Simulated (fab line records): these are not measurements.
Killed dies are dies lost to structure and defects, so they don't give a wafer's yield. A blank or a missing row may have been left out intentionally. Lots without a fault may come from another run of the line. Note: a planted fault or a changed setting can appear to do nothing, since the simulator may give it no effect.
Which tool did it? + flow rit_cmos + Sampling: 14 lots, 42 wafers, 3 of 202 route steps

== WHAT EACH GAUGE READ, for each wafer ==
RIT_PLDD_TW_MEAS_10. Usual: PLDD_TW gives 2365 (standard deviation 11).
| lot  | measured    | on            | PLDD_TW        | flag |
|------|-------------|---------------|----------------|------|
| L178 | day 3 05:32 | film_metro-02 | 2369 2347 2353 |      |
| L179 | day 3 07:41 | film_metro-03 | 2363 2370 2375 |      |
| L180 | day 3 14:56 | film_metro-01 | 2363 2357 2357 |      |
| L181 | day 3 19:16 | film_metro-01 | 2361 2350 2351 |      |
| L182 | day 3 22:40 | film_metro-03 | 2360 2348 2357 |      |
| L183 | day 4 02:04 | film_metro-02 | 2374 2372 2371 |      |
| L184 | day 4 10:23 | film_metro-01 | 2388 2369 2378 |      |
| L185 | day 4 12:25 | film_metro-01 | 2375 2374 2374 |      |
| L186 | day 4 19:19 | film_metro-01 | 2775 2764 2766 | OFF  |
| L191 | day 5 18:40 | film_metro-02 | 2775 2768 2761 | OFF  |
| L197 | day 6 23:41 | film_metro-03 | 2338 2361 2352 |      |
| L198 | day 7 06:43 | film_metro-01 | 2357 2364 2364 |      |
| L199 | day 7 12:04 | film_metro-01 | 2364 2360 2382 |      |
| L200 | day 7 19:41 | film_metro-03 | 2367 2361 2367 |      |

RIT_SDANNEAL_RS_MEAS_06: the measuring method here is four-point-probe. Usual: PLDD_RS gives 178.6 ohm/sq (standard deviation 0.54).
| lot  | measured    | on            | PLDD_RS (ohm/sq)  | flag |
|------|-------------|---------------|-------------------|------|
| L178 | day 3 11:44 | film_metro-03 | 178.8 178.0 178.0 |      |
| L179 | day 3 14:28 | film_metro-02 | 178.6 178.0 178.4 |      |
| L180 | day 3 21:22 | film_metro-01 | 178.4 179.1 179.0 |      |
| L181 | day 4 01:20 | film_metro-03 | 178.7 179.2 178.9 |      |
| L182 | day 4 05:00 | film_metro-01 | 178.1 178.3 178.0 |      |
| L183 | day 4 08:10 | film_metro-03 | 178.2 178.6 179.0 |      |
| L184 | day 4 16:56 | film_metro-01 | 178.7 178.5 178.0 |      |
| L185 | day 4 18:39 | film_metro-02 | 178.6 178.4 178.5 |      |
| L186 | day 5 02:01 | film_metro-02 | 151.5 151.8 152.0 | OFF  |
| L191 | day 6 02:13 | film_metro-01 | 152.7 152.6 152.1 | OFF  |
| L197 | day 7 05:53 | film_metro-01 | 178.0 177.8 177.6 |      |
| L198 | day 7 12:58 | film_metro-02 | 178.5 178.6 178.0 |      |
| L199 | day 7 18:07 | film_metro-03 | 178.1 177.5 178.7 |      |
| L200 | day 8 01:53 | film_metro-01 | 177.4 177.9 177.9 |      |

== TOOL THAT RAN EACH LOT (tool first, then ch and the chambers of the sampled wafers, then the start) ==
| lot  | RIT_PLDD_IMPLANT_08            |
|------|--------------------------------|
| L178 | implanter-04 ch 0, day 3 05:14 |
| L179 | implanter-02 ch 0, day 3 07:23 |
| L180 | implanter-04 ch 0, day 3 14:38 |
| L181 | implanter-02 ch 0, day 3 18:56 |
| L182 | implanter-01 ch 0, day 3 22:21 |
| L183 | implanter-02 ch 0, day 4 01:45 |
| L184 | implanter-01 ch 0, day 4 10:04 |
| L185 | implanter-02 ch 0, day 4 12:07 |
| L186 | implanter-02 ch 0, day 4 18:43 |
| L191 | implanter-01 ch 0, day 5 17:59 |
| L197 | implanter-01 ch 0, day 6 23:23 |
| L198 | implanter-02 ch 0, day 7 06:25 |
| L199 | implanter-01 ch 0, day 7 11:44 |
| L200 | implanter-02 ch 0, day 7 19:23 |
- RIT_PLDD_IMPLANT_08

== WHAT THE TOOLS THEMSELVES READ (means of the sampled wafers that have a number; where no wafer has one, the mark that the record gives instead) ==
RIT_PLDD_IMPLANT_08. Usual: beam_energy_keV 20.000, standard deviation 0.0066; end_station_pressure_torr 7.2e-06 Torr, standard deviation 4.2e-07; faraday_current_uA 2824, standard deviation 54.
| lot  | tool         | beam_energy_keV | end_station_pressure_torr (Torr) | faraday_current_uA | flag |
|------|--------------|-----------------|----------------------------------|--------------------|------|
| L178 | implanter-04 | 19.992          | 7.3e-06                          | 2807               |      |
| L179 | implanter-02 | 19.999          | 7.0e-06                          | 2814               |      |
| L180 | implanter-04 | 20.003          | 6.8e-06                          | 2776               |      |
| L181 | implanter-02 | 19.995          | 7.3e-06                          | 2808               |      |
| L182 | implanter-01 | 20.003          | 7.2e-06                          | 2775               |      |
| L183 | implanter-02 | 19.999          | 7.1e-06                          | 2770               |      |
| L184 | implanter-01 | 19.997          | 7.6e-06                          | 2824               |      |
| L185 | implanter-02 | 20.008          | 7.3e-06                          | 2806               |      |
| L186 | implanter-02 | 20.003          | 7.1e-06                          | 2815               |      |
| L191 | implanter-01 | 19.999          | 7.3e-06                          | 2822               |      |
| L197 | implanter-01 | 19.999          | 7.1e-06                          | 2846               |      |
| L198 | implanter-02 | 20.001          | 7.5e-06                          | 2835               |      |
| L199 | implanter-01 | 19.995          | 7.2e-06                          | 2824               |      |
| L200 | implanter-02 | 20.001          | 7.1e-06                          | 2840               |      |

== THE ANSWER, worked out from the rows above alone ==
Rule: a lot counts as off when the mean over its wafers that have a number is more than 3 standard deviations away from the usual mean. Also off: a lot with no number at a reading for which 4 or more lots have one. The other lots that the step has rows for count as sound. The gauges are gone through in route order, then the tools' own readings, and for those a lot's mean is taken as printed above. At the first step where some lot is off, the reading lying furthest off is the one used; lots without a number count as furthest.
Off: at RIT_PLDD_TW_MEAS_10 (PLDD_TW), L186, L191.
A tool fits if, at a process step before that reading, it ran every lot that is off, and no sound lot after the first of them. Gauges at RIT_PLDD_TW_MEAS_10: tried the same way as those tools. Not one of the candidates tried fits.

== WHAT THE SIMULATOR PUT IN ==
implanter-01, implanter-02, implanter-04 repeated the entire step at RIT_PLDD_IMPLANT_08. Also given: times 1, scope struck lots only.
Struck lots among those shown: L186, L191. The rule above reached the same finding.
